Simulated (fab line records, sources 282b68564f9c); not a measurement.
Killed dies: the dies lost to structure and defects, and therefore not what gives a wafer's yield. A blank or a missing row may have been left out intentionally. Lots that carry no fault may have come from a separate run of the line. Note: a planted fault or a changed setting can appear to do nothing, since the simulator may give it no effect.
A single fault, viewed from 2 desks | flow ritCmos | each desk has only its own numbers; what lay behind them comes last

THE METROLOGY DESK
What the gauges read for every lot (on any tool): the sampled wafers with a number, averaged. A lot is out of limits, marked OUT, if its mean lies more than 4 standard deviations from the usual mean; the brackets give that distance.
Columns: A = PRETRO_TW at RIT_PRETRO_TW_MEAS_10, usual 477
lot  | first seen here | A
L454 | day 2 11:13     | 475
L456 | day 2 20:29     | 474
L458 | day 3 06:35     | 481
L459 | day 3 09:55     | 473
L460 | day 3 15:13     | 481
L461 | day 3 21:57     | 469
L462 | day 4 03:02     | 480
L463 | day 4 08:48     | 481
L464 | day 4 12:04     | 481
L466 | day 4 22:20     | 482
L467 | day 5 00:46     | 473
L468 | day 5 06:31     | 511 (+8.6) OUT
L469 | day 5 12:34     | 506 (+7.4) OUT
L470 | day 5 17:32     | 474
This desk's finding: out of limits on L468, L469; first on L468, day 5 06:31 (PRETRO_TW at RIT_PRETRO_TW_MEAS_10). In limits: L454, L456, L458, L459, L460, L461, L462, L463, L464, L466, L467, L470.

DESK OF THE TOOL OWNER: implanter-01
For each lot that ran on this tool, the mean over its sampled wafers that have a number, from the tool's own readings at RIT_PRETRO_IMPLANT_08. A lot is out of limits, marked OUT, if its mean lies more than 4 standard deviations from the usual mean; the brackets give that distance.
Columns: A = beamOnS at RIT_PRETRO_IMPLANT_08, usual 9.99 s; B = endStationPressureTorr at RIT_PRETRO_IMPLANT_08, usual 5.02e-06 Torr; C = faradayCurrentUA at RIT_PRETRO_IMPLANT_08, usual 38.1
lot  | first seen here | A               | B                          | C
L454 | day 2 10:55     | 10.04           | 5.04e-06                   | 37.9
L461 | day 3 21:38     | 10.09           | 4.81e-06                   | 37.6
L463 | day 4 08:29     | 10.12           | 5.12e-06                   | 37.6
L466 | day 4 22:01     | 10.04           | 5.23e-06                   | 37.9
L467 | day 5 00:28     | 9.74            | 5.02e-06                   | 39.0
L468 | day 5 06:12     | 12.13 (+11) OUT | 9.78e-05 (+99 or more) OUT | 31.7 (-8.8) OUT
L469 | day 5 12:14     | 12.13 (+11) OUT | 9.41e-05 (+99 or more) OUT | 31.7 (-8.7) OUT
This desk's finding: out of limits on L468, L469; first on L468, day 5 06:12 (beamOnS at RIT_PRETRO_IMPLANT_08). In limits: L454, L461, L463, L466, L467.

BROUGHT TOGETHER
An alarm could have come from the tool owner's desk at day 5 06:12, on L468, L469.
Metrology desk: alarm possible at day 5 06:31 on L468, L469.
The lots listed all ran RIT_PRETRO_IMPLANT_08 on implanter-01.

WHAT THE SIMULATOR HAD INSERTED
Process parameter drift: implanter-01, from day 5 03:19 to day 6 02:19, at RIT_PRETRO_IMPLANT_08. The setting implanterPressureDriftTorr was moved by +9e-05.
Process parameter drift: implanter-01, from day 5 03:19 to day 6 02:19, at RIT_PRETRO_IMPLANT_08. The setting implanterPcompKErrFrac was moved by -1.
Struck lots among those shown: L468, L469.
Fault start to first reading out of limits, in hours, per desk: tool owner, 3; metrology, 3.
